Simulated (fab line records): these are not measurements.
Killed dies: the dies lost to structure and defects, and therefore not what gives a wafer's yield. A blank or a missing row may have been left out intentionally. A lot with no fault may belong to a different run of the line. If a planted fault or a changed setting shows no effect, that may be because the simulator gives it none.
Which tool is to blame? :: flow ritCmos :: Sampling: 7 lots, 21 wafers, 2 of 202 route steps

## WHAT THE GAUGES SHOWED, per wafer
RIT_NSD_OVL_MEAS_06.
lot: L866
measured: day 3 16:15
on: overlay-02
NSD_OVL (nm): -0.1 -0.5 -1.1

lot: L870
measured: day 4 09:34
on: overlay-01
NSD_OVL (nm): -0.5 -0.1 -1.3

lot: L873
measured: day 5 01:31
on: overlay-02
NSD_OVL (nm): - - -

lot: L877
measured: day 5 22:56
on: overlay-01
NSD_OVL (nm): 0.5 1.3 0.2

lot: L879
measured: day 6 06:37
on: overlay-02
NSD_OVL (nm): -2.5 -1.1 0.2

lot: L881
measured: day 6 18:16
on: overlay-01
NSD_OVL (nm): 0.4 -1.4 0.5

lot: L884
measured: day 7 07:10
on: overlay-02
NSD_OVL (nm): -1.3 -0.4 -2.7

## TOOL THAT RAN EACH LOT (tool first, then ch and the chambers of the sampled wafers, then the start)
lot: L866
RIT_NSD_COAT_01: lithoTrack-01 ch 0, day 3 15:18

lot: L870
RIT_NSD_COAT_01: lithoTrack-04 ch 0, day 4 08:39

lot: L873
RIT_NSD_COAT_01: lithoTrack-04, day 5 00:49

lot: L877
RIT_NSD_COAT_01: lithoTrack-04 ch 0, day 5 22:14

lot: L879
RIT_NSD_COAT_01: lithoTrack-04 ch 0, day 6 05:51

lot: L881
RIT_NSD_COAT_01: lithoTrack-04 ch 0, day 6 17:28

lot: L884
RIT_NSD_COAT_01: lithoTrack-01 ch 0, day 7 06:29
- RIT_NSD_COAT_01: resist thk 1000 nm.

## THE ANSWER, worked out from the rows above alone
Rule: the usual values come from the lots themselves. Put in order of their means at a reading, lots are off if they are a third of the lots or fewer, leave a main group of 4 or more, and stand apart from it by a gap of 3 or more times the standard deviation of the main group's means; of several such gaps the widest counts. A main group whose means are all the same, to the digits that the tables above print for the reading, isn't used. Also off: a lot with no number at a reading for which 4 or more lots have one. Any other lot the step has rows for is counted as sound.
Off: at RIT_NSD_OVL_MEAS_06 (NSD_OVL), L873. Without a number there: L873. The main group has a mean of -0.6 nm with a standard deviation of 0.68.
If a tool, at a process step before that reading, ran all the lots that are off and no sound lot after the first of them, it fits. The gauges at RIT_NSD_OVL_MEAS_06 are tried like those tools. Not one of the candidates tried fits.

## WHAT WAS PUT IN BY THE SIMULATOR
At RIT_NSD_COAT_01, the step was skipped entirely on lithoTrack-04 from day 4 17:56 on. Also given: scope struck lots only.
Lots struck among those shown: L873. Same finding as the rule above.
